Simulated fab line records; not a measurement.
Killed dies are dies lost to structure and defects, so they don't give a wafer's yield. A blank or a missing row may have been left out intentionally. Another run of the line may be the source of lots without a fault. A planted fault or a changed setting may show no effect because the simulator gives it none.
Which tool did it? || flow ritCmos || 21 wafers from 7 lots sampled at 2 of the route's 202 steps

== WHAT THE GAUGES READ, wafer by wafer ==
RIT_ACTIVE_CD_MEAS_90 targets a cd of 1400 nm.
{"lot": "L497", "measured": "day 1 20:55", "on": "cdSem-01", "cdNm (nm)": "1398.9 1400.9 1400.2"}
{"lot": "L501", "measured": "day 2 16:01", "on": "cdSem-02", "cdNm (nm)": "1399.5 1400.1 1400.2"}
{"lot": "L504", "measured": "day 3 07:35", "on": "cdSem-02", "cdNm (nm)": "1399.8 1398.5 1400.7"}
{"lot": "L507", "measured": "day 3 23:59", "on": "cdSem-02", "cdNm (nm)": "1400.7 1399.1 1400.8"}
{"lot": "L511", "measured": "day 4 19:23", "on": "cdSem-01", "cdNm (nm)": "1399.1 1400.3 1400.0"}
{"lot": "L517", "measured": "day 6 00:01", "on": "cdSem-01", "cdNm (nm)": "1398.2 1398.5 1399.8"}
{"lot": "L519", "measured": "day 6 10:10", "on": "cdSem-02", "cdNm (nm)": "1401.2 1397.3 1398.9"}

== WHAT TOOL EACH LOT RAN ON (gives the tool, then ch and the chambers of the sampled wafers, and finally the start) ==
{"lot": "L497", "RIT_ACTIVE_STRIP_14": "plasmaAsher-04 ch 0,1, day 1 20:44"}
{"lot": "L501", "RIT_ACTIVE_STRIP_14": "plasmaAsher-04 ch 0,1, day 2 15:50"}
{"lot": "L504", "RIT_ACTIVE_STRIP_14": "plasmaAsher-04 ch 0,1, day 3 07:24"}
{"lot": "L507", "RIT_ACTIVE_STRIP_14": "plasmaAsher-04 ch 0,1, day 3 23:47"}
{"lot": "L511", "RIT_ACTIVE_STRIP_14": "plasmaAsher-03 ch 1, day 4 19:11"}
{"lot": "L517", "RIT_ACTIVE_STRIP_14": "plasmaAsher-04 ch 0,1, day 5 23:50"}
{"lot": "L519", "RIT_ACTIVE_STRIP_14": "plasmaAsher-04 ch 0,1, day 6 09:58"}
- RIT_ACTIVE_STRIP_14: strips in O2, time 180 s.

== THE ANSWER, worked out from the rows above alone ==
Rule: the lots themselves supply what counts as usual. The widest of any qualifying gaps counts: lots, ordered by their means at a reading, are off when they make up no more than a third of the lots, leave a main group of 4 or more, and stand apart from it by 3 or more times the standard deviation of that group's means. If all means in a main group match to the digits the tables above print for the reading, that group is not used. A lot without any number at a reading at which 4 lots or more have one is off too. The other lots that the step has rows for count as sound.
Nothing can be told from this: no lot is off at any reading shown.

== WHAT THE SIMULATOR PUT IN ==
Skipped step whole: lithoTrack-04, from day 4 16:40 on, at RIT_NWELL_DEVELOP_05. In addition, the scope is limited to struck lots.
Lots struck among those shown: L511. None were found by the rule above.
